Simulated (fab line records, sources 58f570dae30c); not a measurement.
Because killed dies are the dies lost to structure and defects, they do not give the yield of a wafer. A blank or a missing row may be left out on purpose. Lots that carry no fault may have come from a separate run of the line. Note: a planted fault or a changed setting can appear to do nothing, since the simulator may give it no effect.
Which tool is to blame? / flow berkeley-cmos170 / Sampling: 15 lots, 45 wafers, 5 of 331 route steps

## WHAT THE GAUGES READ, wafer by wafer
UCB170_GATE_CD_MEAS_90: target cd 350 nm. Usual: cd-nm reads 350.3 nm (standard deviation 1.6).
lot=L706; measured=day 7 11:37; on=cd-sem-02; cd-nm (nm)=351.7 351.7 351.3; flag=
lot=L707; measured=day 7 23:56; on=cd-sem-01; cd-nm (nm)=347.4 350.6 347.2; flag=
lot=L710; measured=day 8 22:04; on=cd-sem-01; cd-nm (nm)=352.2 350.3 349.2; flag=
lot=L711; measured=day 8 22:17; on=cd-sem-01; cd-nm (nm)=350.9 350.8 352.5; flag=
lot=L708; measured=day 8 22:19; on=cd-sem-02; cd-nm (nm)=349.3 348.6 349.7; flag=
lot=L709; measured=day 8 22:33; on=cd-sem-01; cd-nm (nm)=347.0 350.4 348.8; flag=
lot=L712; measured=day 9 16:58; on=cd-sem-02; cd-nm (nm)=347.8 347.8 347.3; flag=
lot=L714; measured=day 10 11:35; on=cd-sem-01; cd-nm (nm)=354.4 351.1 351.5; flag=
lot=L719; measured=day 11 06:52; on=cd-sem-02; cd-nm (nm)=351.6 350.8 350.0; flag=
lot=L718; measured=day 11 07:22; on=cd-sem-01; cd-nm (nm)=349.4 352.4 349.8; flag=
lot=L721; measured=day 11 20:31; on=cd-sem-02; cd-nm (nm)=348.5 351.9 351.8; flag=
lot=L722; measured=day 11 20:38; on=cd-sem-02; cd-nm (nm)=351.6 349.7 350.3; flag=
lot=L720; measured=day 11 20:53; on=cd-sem-01; cd-nm (nm)=350.7 349.2 350.2; flag=
lot=L727; measured=day 13 10:49; on=cd-sem-01; cd-nm (nm)=349.0 348.1 347.5; flag=
lot=L729; measured=day 13 16:23; on=cd-sem-02; cd-nm (nm)=351.4 351.6 350.4; flag=

UCB170_NLDD_CD_MEAS_06: target cd 1200 nm. Usual: cd-nm reads 1200.0 nm (standard deviation 1.4).
lot=L706; measured=day 7 15:02; on=cd-sem-02; cd-nm (nm)=1198.0 1200.2 1199.3; flag=
lot=L707; measured=day 8 05:10; on=cd-sem-02; cd-nm (nm)=1200.5 1200.6 1200.3; flag=
lot=L710; measured=day 9 01:55; on=cd-sem-02; cd-nm (nm)=1198.0 1198.0 1198.3; flag=
lot=L711; measured=day 9 02:12; on=cd-sem-01; cd-nm (nm)=1199.0 1200.0 1199.5; flag=
lot=L708; measured=day 9 02:15; on=cd-sem-02; cd-nm (nm)=1198.5 1197.6 1198.5; flag=
lot=L709; measured=day 9 02:34; on=cd-sem-02; cd-nm (nm)=1201.9 1200.0 1199.4; flag=
lot=L712; measured=day 9 20:05; on=cd-sem-01; cd-nm (nm)=1201.1 1199.8 1200.5; flag=
lot=L714; measured=day 10 16:16; on=cd-sem-02; cd-nm (nm)=1198.5 1197.3 1198.8; flag=
lot=L719; measured=day 11 12:08; on=cd-sem-02; cd-nm (nm)=1197.6 1197.9 1197.1; flag=
lot=L718; measured=day 11 14:14; on=cd-sem-01; cd-nm (nm)=1197.4 1198.1 1197.8; flag=
lot=L721; measured=day 12 00:07; on=cd-sem-02; cd-nm (nm)=1200.7 1201.0 1200.9; flag=
lot=L722; measured=day 12 00:50; on=cd-sem-01; cd-nm (nm)=1202.6 1201.6 1201.7; flag=
lot=L720; measured=day 12 01:11; on=cd-sem-02; cd-nm (nm)=1200.3 1200.8 1201.8; flag=
lot=L727; measured=day 13 15:14; on=cd-sem-01; cd-nm (nm)=1202.4 1201.7 1202.1; flag=
lot=L729; measured=day 13 19:19; on=cd-sem-01; cd-nm (nm)=1201.4 1202.4 1201.2; flag=

UCB170_CONTACT_THK_MEAS_02. Usual: CONTACT_PSG_THK 700 nm, standard deviation 8.2.
lot=L706; measured=day 8 11:15; on=film-metro-04; CONTACT_PSG_THK (nm)=699 704 705; flag=
lot=L707; measured=day 9 00:54; on=film-metro-02; CONTACT_PSG_THK (nm)=700 701 701; flag=
lot=L710; measured=day 9 22:33; on=film-metro-02; CONTACT_PSG_THK (nm)=702 692 696; flag=
lot=L711; measured=day 9 22:56; on=film-metro-04; CONTACT_PSG_THK (nm)=690 694 699; flag=
lot=L708; measured=day 10 00:20; on=film-metro-03; CONTACT_PSG_THK (nm)=690 697 691; flag=
lot=L709; measured=day 10 00:20; on=film-metro-02; CONTACT_PSG_THK (nm)=687 694 691; flag=
lot=L712; measured=day 10 16:09; on=film-metro-04; CONTACT_PSG_THK (nm)=689 687 692; flag=
lot=L714; measured=day 11 13:59; on=film-metro-04; CONTACT_PSG_THK (nm)=712 709 711; flag=
lot=L719; measured=day 12 12:20; on=film-metro-04; CONTACT_PSG_THK (nm)=702 696 697; flag=
lot=L718; measured=day 12 10:51; on=film-metro-03; CONTACT_PSG_THK (nm)=619 621 615; flag=OFF
lot=L721; measured=day 12 16:30; on=film-metro-04; CONTACT_PSG_THK (nm)=613 605 605; flag=OFF
lot=L722; measured=day 12 18:17; on=film-metro-03; CONTACT_PSG_THK (nm)=602 606 600; flag=OFF
lot=L720; measured=day 12 16:56; on=film-metro-04; CONTACT_PSG_THK (nm)=700 699 706; flag=
lot=L727; measured=day 14 09:46; on=film-metro-03; CONTACT_PSG_THK (nm)=692 703 700; flag=
lot=L729; measured=day 14 09:45; on=film-metro-04; CONTACT_PSG_THK (nm)=703 710 710; flag=

## EACH LOT AND THE TOOL THAT RAN IT (in order: tool; ch and the chambers of the sampled wafers; start)
lot=L706; UCB170_SDANNEAL_RTA_00=rtp-anneal-01 ch 0, day 8 07:41; UCB170_CONTACT_CVD_01=lpcvd-02 ch 1, day 8 09:28
lot=L707; UCB170_SDANNEAL_RTA_00=rtp-anneal-02 ch 0, day 8 21:56; UCB170_CONTACT_CVD_01=lpcvd-01 ch 0, day 8 23:06
lot=L710; UCB170_SDANNEAL_RTA_00=rtp-anneal-01 ch 0, day 9 19:37; UCB170_CONTACT_CVD_01=lpcvd-01 ch 1, day 9 20:46
lot=L711; UCB170_SDANNEAL_RTA_00=rtp-anneal-02 ch 0, day 9 19:56; UCB170_CONTACT_CVD_01=lpcvd-02 ch 0, day 9 21:08
lot=L708; UCB170_SDANNEAL_RTA_00=rtp-anneal-01 ch 0, day 9 20:13; UCB170_CONTACT_CVD_01=lpcvd-01 ch 0, day 9 22:33
lot=L709; UCB170_SDANNEAL_RTA_00=rtp-anneal-02 ch 0, day 9 20:26; UCB170_CONTACT_CVD_01=lpcvd-01 ch 1, day 9 22:33
lot=L712; UCB170_SDANNEAL_RTA_00=rtp-anneal-01 ch 0, day 10 12:02; UCB170_CONTACT_CVD_01=lpcvd-02 ch 0, day 10 14:20
lot=L714; UCB170_SDANNEAL_RTA_00=rtp-anneal-02 ch 0, day 11 10:55; UCB170_CONTACT_CVD_01=lpcvd-01 ch 0, day 11 12:13
lot=L719; UCB170_SDANNEAL_RTA_00=rtp-anneal-02 ch 0, day 12 08:13; UCB170_CONTACT_CVD_01=lpcvd-01 ch 1, day 12 09:40
lot=L718; UCB170_SDANNEAL_RTA_00=rtp-anneal-01 ch 0, day 12 07:44; UCB170_CONTACT_CVD_01=lpcvd-02 ch 0, day 12 09:04
lot=L721; UCB170_SDANNEAL_RTA_00=rtp-anneal-02 ch 0, day 12 13:30; UCB170_CONTACT_CVD_01=lpcvd-02 ch 0, day 12 14:43
lot=L722; UCB170_SDANNEAL_RTA_00=rtp-anneal-01 ch 0, day 12 14:10; UCB170_CONTACT_CVD_01=lpcvd-02 ch 1, day 12 16:30
lot=L720; UCB170_SDANNEAL_RTA_00=rtp-anneal-02 ch 0, day 12 14:00; UCB170_CONTACT_CVD_01=lpcvd-01 ch 1, day 12 15:09
lot=L727; UCB170_SDANNEAL_RTA_00=rtp-anneal-02 ch 0, day 14 05:32; UCB170_CONTACT_CVD_01=lpcvd-01 ch 1, day 14 07:58
lot=L729; UCB170_SDANNEAL_RTA_00=rtp-anneal-01 ch 0, day 14 05:39; UCB170_CONTACT_CVD_01=lpcvd-01 ch 0, day 14 07:58
- UCB170_SDANNEAL_RTA_00: time 10 s.
- UCB170_CONTACT_CVD_01: deposits PSG from SiH4/O2/PH3, target thk 700 nm, time 2820 s.

## WHAT THE TOOLS THEMSELVES READ (means of the sampled wafers that have a number; where no wafer has one, the mark that the record gives instead)
UCB170_SDANNEAL_RTA_00. Usual: lamp-power-pct 23.6 %, standard deviation 1.1; wafer_temp_C_max 905.0, standard deviation 1.4.
lot=L706; tool=rtp-anneal-01; lamp-power-pct (%)=24.9; wafer_temp_C_max=906.2; flag=
lot=L707; tool=rtp-anneal-02; lamp-power-pct (%)=22.6; wafer_temp_C_max=904.1; flag=
lot=L710; tool=rtp-anneal-01; lamp-power-pct (%)=24.9; wafer_temp_C_max=905.5; flag=
lot=L711; tool=rtp-anneal-02; lamp-power-pct (%)=22.6; wafer_temp_C_max=903.8; flag=
lot=L708; tool=rtp-anneal-01; lamp-power-pct (%)=24.9; wafer_temp_C_max=904.8; flag=
lot=L709; tool=rtp-anneal-02; lamp-power-pct (%)=22.6; wafer_temp_C_max=903.5; flag=
lot=L712; tool=rtp-anneal-01; lamp-power-pct (%)=24.9; wafer_temp_C_max=906.5; flag=
lot=L714; tool=rtp-anneal-02; lamp-power-pct (%)=22.6; wafer_temp_C_max=903.7; flag=
lot=L719; tool=rtp-anneal-02; lamp-power-pct (%)=22.6; wafer_temp_C_max=904.2; flag=
lot=L718; tool=rtp-anneal-01; lamp-power-pct (%)=24.9; wafer_temp_C_max=907.0; flag=
lot=L721; tool=rtp-anneal-02; lamp-power-pct (%)=22.6; wafer_temp_C_max=904.3; flag=
lot=L722; tool=rtp-anneal-01; lamp-power-pct (%)=24.9; wafer_temp_C_max=905.8; flag=
lot=L720; tool=rtp-anneal-02; lamp-power-pct (%)=22.6; wafer_temp_C_max=904.2; flag=
lot=L727; tool=rtp-anneal-02; lamp-power-pct (%)=22.6; wafer_temp_C_max=904.3; flag=
lot=L729; tool=rtp-anneal-01; lamp-power-pct (%)=24.9; wafer_temp_C_max=906.6; flag=

UCB170_CONTACT_CVD_01. Usual: sih4-flow-sccm reads 59.96 sccm (standard deviation 0.16).
lot=L706; tool=lpcvd-02; sih4-flow-sccm (sccm)=59.92; flag=
lot=L707; tool=lpcvd-01; sih4-flow-sccm (sccm)=59.75; flag=
lot=L710; tool=lpcvd-01; sih4-flow-sccm (sccm)=59.90; flag=
lot=L711; tool=lpcvd-02; sih4-flow-sccm (sccm)=59.98; flag=
lot=L708; tool=lpcvd-01; sih4-flow-sccm (sccm)=59.90; flag=
lot=L709; tool=lpcvd-01; sih4-flow-sccm (sccm)=59.95; flag=
lot=L712; tool=lpcvd-02; sih4-flow-sccm (sccm)=59.90; flag=
lot=L714; tool=lpcvd-01; sih4-flow-sccm (sccm)=60.01; flag=
lot=L719; tool=lpcvd-01; sih4-flow-sccm (sccm)=59.96; flag=
lot=L718; tool=lpcvd-02; sih4-flow-sccm (sccm)=59.97; flag=
lot=L721; tool=lpcvd-02; sih4-flow-sccm (sccm)=60.13; flag=
lot=L722; tool=lpcvd-02; sih4-flow-sccm (sccm)=59.97; flag=
lot=L720; tool=lpcvd-01; sih4-flow-sccm (sccm)=60.03; flag=
lot=L727; tool=lpcvd-01; sih4-flow-sccm (sccm)=60.14; flag=
lot=L729; tool=lpcvd-01; sih4-flow-sccm (sccm)=59.98; flag=

## THE ANSWER, worked out from the rows above alone
Rule: a lot counts as off when the mean over its wafers that have a number is more than 3 standard deviations away from the usual mean. A lot without any number at a reading at which 4 lots or more have one is off too. Where the step has rows for the other lots, those lots are counted as sound. Order of review: gauges by route order, followed by the tools' own readings, for which a lot's mean as printed above is used. The first step at which some lot is off is used, and at that step the reading that is off furthest; a lot without a number counts as furthest.
Off: at UCB170_CONTACT_THK_MEAS_02 (CONTACT_PSG_THK), L718, L721, L722.
A tool fits if, at a process step before that reading, it ran every lot that is off, and no sound lot after the first of them. The gauges at UCB170_CONTACT_THK_MEAS_02 are tried like those tools. One fits: lpcvd-02 at UCB170_CONTACT_CVD_01. A fault onset in the window from L712 (day 10 14:20, its last sound lot) to L718 (day 12 09:04, its first lot off) fits.

## WHAT THE SIMULATOR HAD PUT IN
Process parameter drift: lpcvd-02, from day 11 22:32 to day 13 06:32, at UCB170_CONTACT_CVD_01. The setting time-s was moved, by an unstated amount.
Shown lots that were struck: L718, L721, L722. Same finding as the rule above.
